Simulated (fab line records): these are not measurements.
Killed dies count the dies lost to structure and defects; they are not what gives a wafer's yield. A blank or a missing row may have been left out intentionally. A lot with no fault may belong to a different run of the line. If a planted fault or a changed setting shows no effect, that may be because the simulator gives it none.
Problem report in the 8D (eight disciplines) form, filled by code	flow rit cmos	the parts of the form that need people (team, actions taken, sign-off) are left out

== 1. THE ISSUE ==
Mean PWELL_TW at RIT_PWELL_TW_MEAS_10: 30 over 6 wafers in 2 lots; fault-free wafers: 946, standard deviation 5.5. So: -99 or more standard deviations from the usual mean.
First seen on wafer L856.3, day 3 04:26, on film metro-01. At this step, 42 wafers from 14 lots have a number in the record. The rule behind "out" and "out of limits": a value lying over 4 standard deviations away from the usual mean. The other wafers with a number count as sound.

== 2. WHAT THIS IS AND IS NOT ==
question	is	is not
which readings at this step	PWELL_TW	-
which lots	L856, L857	L850, L851, L852, L861, L862, L865, L866, L867, L868, L869, L870, L872
which wafers of those lots	all that have a number	-
read on which gauges	film metro-01, film metro-02	film metro-03
when	from day 3 04:26	up to then (9 sound wafers); but 27 sound wafers of L861, L862, L865, L866, L867, L868, L869, L870, L872 came after

== 3. THE SUSPECTS, EACH WITH WHAT RULES IT OUT ==
Counting: any tool at a process step up to the reading is kept as a suspect provided that every lot that is out went through it and no sound lot did after the first of them.
- the gauge at RIT_PWELL_TW_MEAS_10 is ruled out. 2 gauges (film metro-01, film metro-02) read the wafers that are out.
- plasma asher-04 at RIT_NWELL_STRIP_09 (strips in O2, time 180 s): ruled out as a lasting fault. The sound lots L861, L865, L868, L869, L870 went through it after L856, its earliest lot that is out (day 3 02:37).
Left after counting: nothing in the record.

== 4. THE CAUSE (what the simulator had put in) ==
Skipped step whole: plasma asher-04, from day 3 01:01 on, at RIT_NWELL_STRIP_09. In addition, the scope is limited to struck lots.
The count ruled it out by mistake, since the rule takes a fault to strike every lot its tool runs from the start of the fault on, and this one did not do so.

== 5. THE EFFECT CHAIN, in route order ==
Rows list readings where the struck wafers' mean (over those with a number) sits beyond 3 standard deviations from the usual. Readings are gone through only where the record gives a usual standard deviation; hours: the median, over the lots, of the time from a lot's start at the first step in this table giving one to that lot's start at this step; sigmas: the change measured in usual standard deviations.
hours	step	reading	usual	on struck wafers	change	sigmas
0	RIT_PWELL_TW_MEAS_10	PWELL_TW	946	30	-916	-99 or more
Readings that are blank on the struck wafers while sound wafers have them: chamber pressure mTorr at RIT_NWELL_STRIP_09; drypump motor current A at RIT_NWELL_STRIP_09.

== 6. HOW IT WOULD HAVE BEEN CAUGHT EARLIER ==
Counted from the fault's start at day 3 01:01, it took 3 hours until the first out-of-limits reading at a measuring or inspecting step in this record, taken at day 3 04:26.
At RIT_NWELL_STRIP_09 the tool's readings are blank on the struck wafers, where sound wafers have them: an empty tool record is the first sign, and it was there at once.
